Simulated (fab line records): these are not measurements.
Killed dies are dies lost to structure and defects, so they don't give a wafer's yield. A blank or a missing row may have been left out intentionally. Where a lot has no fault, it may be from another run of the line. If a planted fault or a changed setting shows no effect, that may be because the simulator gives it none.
Comparing a struck lot with a sound one | flow berkeleyCmos170 | 19 out of 331 route steps
Sound: the wafers L291.1, L291.2, L291.6. Struck: wafers L288.2, L288.3, L288.4. The cause is given at the end.
At each step with rows: each side's tool, then ch and its chambers, then its first start. Under that, the readings that differ: sound wafers | struck wafers | difference of the means | sigmas: that difference in standard deviations of wafers without a fault.
alike: a reading whose means differ by less than 2 such deviations, as well as words and numbers matching on both sides. not compared: withheld readings; readings where some wafer has no value; bounds like >300 that might hide an equal value; numbers whose values overlap and for which the record gives no deviation.
A row with sigmas, a row that says differs or no value, or rows on one side alone: a step with any of these is where the two part. Non-overlapping numbers with no deviation appear without sigmas and do not part them. A reading missing from all wafers of one side parts the sides only when that side holds two or more wafers.

UCB170_NLDD_CD_MEAS_06: the cd target is 1200 nm.
  sound on cdSem-02 at day 10 14:42; struck on cdSem-02 at day 10 11:04
  alike: cdNm
UCB170_NLDD_OVL_MEAS_07:
  sound on overlay-01 at day 10 14:49; struck on overlay-02 at day 10 11:11
  alike: NLDD_OVL
then, 2 steps without rows for these wafers: UCB170_NLDD_IMPLANT_08; UCB170_NLDD_IMPLANT_09.
UCB170_NLDD_STRIP_10: strips in O2.
  sound on plasmaAsher-03 ch 0,1, day 10 15:09; struck on plasmaAsher-03 ch 0,1, day 10 11:31
  alike: drypumpMotorCurrentA, oesProductAu, stripTimeToEndpointS
  not compared: rfHoursCounterH
UCB170_NLDD_TW_MEAS_11:
  sound on filmMetro-02 at day 10 15:15; struck on filmMetro-04 at day 10 11:37
  alike: NLDD_TW
then, 1 step without rows for these wafers: UCB170_NLDD_CLEAN_12 (cleans in SPM, time 600 s).
UCB170_SPACER_CVD_00: deposits SiO2 from TEOS/O2, target thk 376 nm, time 47 s.
  sound on pecvd-02 ch 0,1, day 10 16:42; struck on pecvd-04 ch 0,1, day 10 11:52
  alike: heaterPowerW
UCB170_SPACER_THK_MEAS_01:
  sound on filmMetro-03 at day 10 16:48; struck on filmMetro-02 at day 10 11:55
  alike: SPACER_TEOS_THK
then, 1 step without rows for these wafers: UCB170_SPACER_ANNEAL_02 (time 1800 s).
UCB170_SPACER_ETCHBACK_03: etches SiO2 in CHF3/CF4/Ar, stops on Si, target depth 376 nm, time 100 s.
  sound on rieDiel-04 ch 1,2,3, day 10 21:13; struck on rieDiel-02 ch 1,2, day 10 15:20
  alike: drypumpMotorCurrentA, oesProductAu, throttleValvePct
  not compared: rfHoursCounterH
then, 1 step without rows for these wafers: UCB170_PSD_HMDS_00 (prime time 60 s).
UCB170_PSD_COAT_01: resist thk 900 nm.
  sound on lithoTrack-04 ch 0, day 10 21:43; struck on lithoTrack-02, day 10 15:35
  no value came back on the struck wafers for chillPlateTempC (C), dispensePressureKPa (kPa), resistLineTempC (C); on the sound wafers chillPlateTempC (C) reads 23.08 23.02 22.97
then, 4 steps without rows for these wafers: UCB170_PSD_SOFTBAKE_02 (time 60 s); UCB170_PSD_EXPOSE_03 (exposes mask PSELECT MOD, target cd 1200 nm); UCB170_PSD_PEB_04; UCB170_PSD_DEVELOP_05 (develop time 43.39 s).
UCB170_PSD_CD_MEAS_06: the cd target is 1200 nm.
  sound on cdSem-01 at day 10 22:44; struck on cdSem-01 at day 10 16:40
reading   | sound                | struck | difference                    | sigmas
cdNm (nm) | 1198.1 1197.5 1197.7 | - - -  | no value on the struck wafers | 
UCB170_PSD_OVL_MEAS_07:
  sound on overlay-01 at day 10 22:52; struck on overlay-01 at day 10 16:46
reading      | sound | struck | difference                    | sigmas
PSD_OVL (nm) | 2 9 6 | - - -  | no value on the struck wafers | 

## WHERE THEY PART
First at UCB170_PSD_COAT_01; last, within this record, at UCB170_PSD_OVL_MEAS_07.

WHY: whatever the simulator had introduced
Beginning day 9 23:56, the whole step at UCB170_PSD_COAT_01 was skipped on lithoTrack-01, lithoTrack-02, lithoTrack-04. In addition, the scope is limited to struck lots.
